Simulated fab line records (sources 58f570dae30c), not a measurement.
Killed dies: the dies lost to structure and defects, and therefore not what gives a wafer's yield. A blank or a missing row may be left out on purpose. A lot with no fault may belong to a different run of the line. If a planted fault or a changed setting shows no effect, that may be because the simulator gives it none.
A lot that was struck, set against a sound lot    flow berkeley cmos170    14 steps out of a route of 331
Sound: these wafers, L630.1, L630.3, L630.6. The struck wafers were L620.1, L620.2, L620.5. The cause is given at the end.
For every step that has rows: the tool of each side, followed by ch and its chambers, followed by its first start. Under that, the readings that differ: sound wafers    struck wafers    difference of the means    sigmas: that difference in standard deviations of wafers without a fault.
alike: words and numbers the same on both sides, and readings whose means are apart by under 2 such deviations; not compared: readings that were withheld, readings missing a value for some wafer, numbers with overlapping values and no deviation given by the record, and bounds like >300 which may hide the same value.
A row with sigmas, a row that says differs or no value, or rows on one side alone: a step with any of these is where the two part. When numbers do not overlap yet have no deviation, they are printed without sigmas and do not part them. A reading that every wafer of one side lacks parts them only if that side has two wafers or more.

first, 2 steps without rows for these wafers: UCB170_NLDD_IMPLANT_08; UCB170_NLDD_IMPLANT_09.
UCB170_NLDD_STRIP_10: strips in O2.
  sound on plasma asher-02 ch 0,1, day 10 11:40; struck on plasma asher-03 ch 0,1, day 9 07:11
  alike: drypump motor current A, oes product au, strip time to endpoint s
  not compared: rf hours counter h
UCB170_NLDD_TW_MEAS_11:
  sound on film metro-04 at day 10 11:46; struck on film metro-03 at day 9 07:17
reading  sound           struck          difference  sigmas
NLDD_TW  2223 2236 2241  2187 2186 2192  -45         -2
then, 1 step without rows for these wafers: UCB170_NLDD_CLEAN_12 (cleans in SPM, time 600 s).
UCB170_SPACER_CVD_00: deposits SiO2 from TEOS/O2, target thk 376 nm, time 47 s.
  sound on pecvd-01 ch 0,1,2, day 10 13:27; struck on pecvd-01 ch 0,1, day 9 07:32
  alike: heater power w
UCB170_SPACER_THK_MEAS_01:
  sound on film metro-03 at day 10 13:30; struck on film metro-01 at day 9 07:34
  alike: SPACER_TEOS_THK
then, 1 step without rows for these wafers: UCB170_SPACER_ANNEAL_02 (time 1800 s).
UCB170_SPACER_ETCHBACK_03: etches SiO2 in CHF3/CF4/Ar, stops on Si, target depth 376 nm, time 100 s.
  sound on rie diel-03 ch 0,1,2, day 10 17:10; struck on rie diel-01 ch 0,2, day 9 10:08
reading                      sound        struck       difference  sigmas
drypump motor current A (A)  5.6 6.5 6.3  4.7 5.5 4.8  -1.1        -2
  alike: cf4 flow sccm, oes product au, throttle valve pct
  not compared: rf hours counter h
then, 3 steps without rows for these wafers: UCB170_PSD_HMDS_00 (prime time 60 s); UCB170_PSD_COAT_01 (resist thk 900 nm); UCB170_PSD_SOFTBAKE_02 (time 60 s).
UCB170_PSD_EXPOSE_03: exposes mask PSELECT MOD, target cd 1200 nm.
  struck on krf scanner-01, day 9 11:10; sound on krf scanner-02 ch 0, day 10 18:37
  no value came back on the struck wafers for exposure dose mJ cm2, focus offset nm (nm), na; on the sound wafers exposure dose mJ cm2 reads 30.01 29.98 29.96
  alike: mask
next, for these wafers, 1 step has no rows: UCB170_PSD_PEB_04.

WHERE THEY PART
Earliest at UCB170_NLDD_TW_MEAS_11; latest, in this record, at UCB170_PSD_EXPOSE_03.

WHY: what the simulator had put in
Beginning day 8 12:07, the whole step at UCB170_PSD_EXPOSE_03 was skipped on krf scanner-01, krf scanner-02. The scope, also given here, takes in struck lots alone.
